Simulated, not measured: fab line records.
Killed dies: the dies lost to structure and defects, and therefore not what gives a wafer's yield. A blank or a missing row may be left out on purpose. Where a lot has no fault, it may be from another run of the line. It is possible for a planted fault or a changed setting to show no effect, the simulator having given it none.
Code-filled problem report in 8D (eight disciplines) form -- flow rit-cmos -- the parts of the form that need people (team, actions taken, sign-off) are left out

## 1. THE PROBLEM
Mean of heater-power-total-W at RIT_M1_SOFTBAKE_05: 35.78 W across 6 wafers in 2 lots; on wafers with no fault it is 34.56 W (standard deviation 0.048). Measured from the usual mean, that is +26 standard deviations.
The step: time 60 s.
Seen first at day 5 23:22 on litho-track-04, wafer L221.1. The record holds 42 wafers of 14 lots with a number at this step. Rule for "out", or "out of limits": more than 4 standard deviations from the usual mean. Any other wafer with a number is counted as sound.

## 2. WHAT IT IS AND WHAT IT IS NOT
question,is,is not
which readings at this step,heater-power-total-W,-
which lots,"L221, L222","L210, L211, L212, L215, L216, L223, L225, L227, L228, L230, L231, L233"
which wafers of those lots,all that have a number,-
read on which tools,litho-track-04,"litho-track-01, litho-track-02"
when,from day 5 23:22,"up to then (15 sound wafers); but 21 sound wafers of L223, L225, L227, L228, L230, L231, L233 came after"

## 3. THE SUSPECTS, EACH WITH WHAT RULES IT OUT
Counting: a tool at any process step up to the reading remains a suspect when it ran all the lots that are out and ran no sound lot after the first of those.
- litho-track-04 at RIT_M1_SOFTBAKE_05 (time 60 s): kept. All lots that are out passed through it, beginning with L221 at day 5 23:22, and no sound lot followed; its final sound lot before that point was L215 at day 4 20:14. Out on those wafers are its own readings of heater-power-total-W.
Remaining after the count: litho-track-04 at RIT_M1_SOFTBAKE_05.

## 4. THE CAUSE (what the simulator had put in)
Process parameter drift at RIT_M1_SOFTBAKE_05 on litho-track-04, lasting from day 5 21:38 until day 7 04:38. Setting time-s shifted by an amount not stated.
Counting left only this tool.

## 5. THE CHAIN OF EFFECTS, in route order
One row per reading whose mean, taken over the struck wafers that have a number, lies over 3 standard deviations from the usual. Only readings for which the record gives a usual standard deviation are gone through. hours: the time from each lot's start at the first step in this table that gives one to its start at this step, as a median over the lots. sigmas: the change in usual standard deviations.
hours,step,reading,usual,on struck wafers,change,sigmas
0,RIT_M1_SOFTBAKE_05,heater-power-total-W,34.56 W,35.78,+1.22,+26
Process steps it contains:
- RIT_M1_SOFTBAKE_05: time 60 s.

## 6. WHAT WOULD HAVE CAUGHT IT SOONER
2 hours passed between the start of the fault at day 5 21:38 and the first reading out of limits in this record, taken at day 5 23:22.
